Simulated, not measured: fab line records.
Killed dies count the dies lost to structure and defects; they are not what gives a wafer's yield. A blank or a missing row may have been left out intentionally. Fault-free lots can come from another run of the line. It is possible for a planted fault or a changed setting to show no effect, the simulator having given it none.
Which tool was responsible? || flow berkeley_cmos170 || Sampling: 7 lots, 21 wafers, 3 of 331 route steps

WHAT EACH GAUGE READ, for each wafer
UCB170_V1_THK_MEAS_01.
{"lot": "L813", "measured": "day 7 09:53", "on": "film_metro-02", "V1_TEOS_THK (nm)": "1991 1977 1989"}
{"lot": "L816", "measured": "day 8 03:02", "on": "film_metro-04", "V1_TEOS_THK (nm)": "1971 2001 2043"}
{"lot": "L819", "measured": "day 8 16:43", "on": "film_metro-02", "V1_TEOS_THK (nm)": "1975 1984 2019"}
{"lot": "L823", "measured": "day 9 20:35", "on": "film_metro-04", "V1_TEOS_THK (nm)": "2000 2005 2021"}
{"lot": "L828", "measured": "day 11 00:58", "on": "film_metro-03", "V1_TEOS_THK (nm)": "2007 2051 2072"}
{"lot": "L832", "measured": "day 11 01:06", "on": "film_metro-02", "V1_TEOS_THK (nm)": "2006 1996 2032"}
{"lot": "L835", "measured": "day 12 03:49", "on": "film_metro-04", "V1_TEOS_THK (nm)": "2012 2030 2034"}

WHICH TOOL RAN EACH LOT (tool, then ch and the chambers of the sampled wafers, then the start)
{"lot": "L813", "UCB170_SILICIDE_RTA_04": "rtp_anneal-02 ch 0, day 6 19:15", "UCB170_CONTACT_COAT_10": "litho_track-03 ch 0, day 7 00:00"}
{"lot": "L816", "UCB170_SILICIDE_RTA_04": "rtp_anneal-02 ch 0, day 7 16:23", "UCB170_CONTACT_COAT_10": "litho_track-02 ch 0, day 7 20:00"}
{"lot": "L819", "UCB170_SILICIDE_RTA_04": "rtp_anneal-01 ch 0, day 8 03:05", "UCB170_CONTACT_COAT_10": "litho_track-02 ch 0, day 8 07:00"}
{"lot": "L823", "UCB170_SILICIDE_RTA_04": "rtp_anneal-02 ch 0, day 9 10:29", "UCB170_CONTACT_COAT_10": "litho_track-01 ch 0, day 9 13:00"}
{"lot": "L828", "UCB170_SILICIDE_RTA_04": "rtp_anneal-02 ch 0, day 10 12:56", "UCB170_CONTACT_COAT_10": "litho_track-03 ch 0, day 10 16:00"}
{"lot": "L832", "UCB170_SILICIDE_RTA_04": "rtp_anneal-01 ch 0, day 10 13:41", "UCB170_CONTACT_COAT_10": "litho_track-01 ch 0, day 10 17:00"}
{"lot": "L835", "UCB170_SILICIDE_RTA_04": "rtp_anneal-01 ch 0, day 11 17:32", "UCB170_CONTACT_COAT_10": "litho_track-01 ch 0, day 11 22:00"}
- UCB170_SILICIDE_RTA_04: time 15 s.
- UCB170_CONTACT_COAT_10: resist thk 900 nm.

THE ANSWER, worked out from the rows above alone
Rule: what is usual is taken from the lots themselves. The widest of any qualifying gaps counts: lots, ordered by their means at a reading, are off when they make up no more than a third of the lots, leave a main group of 4 or more, and stand apart from it by 3 or more times the standard deviation of that group's means. The tables above print the reading to a certain number of digits; a main group whose means all agree to those digits is not used. Also off: a lot with no number at a reading for which 4 or more lots have one. The other lots that the step has rows for count as sound.
Nothing can be told from this: no lot is off at any reading shown.

WHAT THE SIMULATOR HAD INSERTED
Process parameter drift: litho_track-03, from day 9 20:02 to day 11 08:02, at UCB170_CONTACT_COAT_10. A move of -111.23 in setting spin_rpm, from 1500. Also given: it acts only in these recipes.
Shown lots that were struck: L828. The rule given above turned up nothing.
